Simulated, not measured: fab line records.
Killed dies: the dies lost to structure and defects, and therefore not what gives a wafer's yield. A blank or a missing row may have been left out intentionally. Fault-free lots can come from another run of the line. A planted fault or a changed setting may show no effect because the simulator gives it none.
Lot-split experiment	flow berkeleyCmos170	23 wafers read from 5 lots, route of 331 steps

ABOUT THE SPLIT
At UCB170_SACOX_OXIDATION_01 (target thk 14.4 nm, ox time 2400 s), the setting oxTimeS was moved away from the recipe's 2400 s on 15 of the 23 wafers read, by -12.2% to +11.8%. The other wafers ran this setting at the recipe's value.

Split to reading: the file shows no intervening step.

THE READING
SACOX_OXIDE_THK in nanometres, read at UCB170_SACOX_THK_MEAS_02. On this fab line, fault-free wafers typically give 14.46 nm with a standard deviation of 0.19 nm.

wafer	tool, chamber at the split	oxTimeS as run, s	against the recipe	SACOX_OXIDE_THK, nm	against lot-mates on the recipe
L074.1	-, -	2108	-12.2%	13.14	no lot-mate on the recipe
L074.2	-, -	2108	-12.2%	13.15	no lot-mate on the recipe
L074.3	-, -	2108	-12.2%	12.85	no lot-mate on the recipe
L074.4	-, -	2108	-12.2%	13.07	no lot-mate on the recipe
L074.5	-, -	2108	-12.2%	12.88	no lot-mate on the recipe
L076.1	-, -	2400	recipe	14.21	-
L076.2	-, -	2400	recipe	14.62	-
L076.3	-, -	2400	recipe	14.56	-
L076.5	-, -	2400	recipe	14.66	-
L076.6	-, -	2400	recipe	14.85	-
L078.1	-, -	2684	+11.8%	15.43	no lot-mate on the recipe
L078.2	-, -	2684	+11.8%	15.49	no lot-mate on the recipe
L078.3	-, -	2684	+11.8%	15.50	no lot-mate on the recipe
L078.4	-, -	2684	+11.8%	15.31	no lot-mate on the recipe
L078.5	-, -	2684	+11.8%	15.44	no lot-mate on the recipe
L079.1	-, -	2616	+9.0%	15.43	no lot-mate on the recipe
L079.2	-, -	2616	+9.0%	15.48	no lot-mate on the recipe
L079.3	-, -	2616	+9.0%	15.43	no lot-mate on the recipe
L079.4	-, -	2616	+9.0%	15.42	no lot-mate on the recipe
L079.5	-, -	2616	+9.0%	15.53	no lot-mate on the recipe
L082.2	furnace-01, 0	2400	recipe	14.84	-
L082.3	furnace-01, 0	2400	recipe	14.53	-
L082.5	furnace-01, 0	2400	recipe	14.78	-

THE FIT
A straight line over all 23 wafers: SACOX_OXIDE_THK changes by +0.104 nm for each +1% of oxTimeS; r = +0.97; the points scatter about the line by 0.23 nm.
Too few moved wafers have a lot-mate on the recipe to fit a line with each lot's own level taken away.

THE WHOLE CHAIN: every reading that the file lists as answering this split, in the file's order
step	what it does	reading	change (the file's fit)	r (the file's)
UCB170_SACOX_OXIDATION_01	target thk 14.4 nm, ox time 2400 s	SiO2_of_SACOX_OXIDATION_01.thkNm (the simulator's own value, which no gauge read)	+0.104 nm for each +1% of the setting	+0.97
UCB170_SACOX_THK_MEAS_02		SACOX_OXIDE_THK	+0.104 for each +1% of the setting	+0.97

FILE'S OWN FIT
SACOX_OXIDE_THK changes by +0.104 nm for each +1% of oxTimeS, r = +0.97.
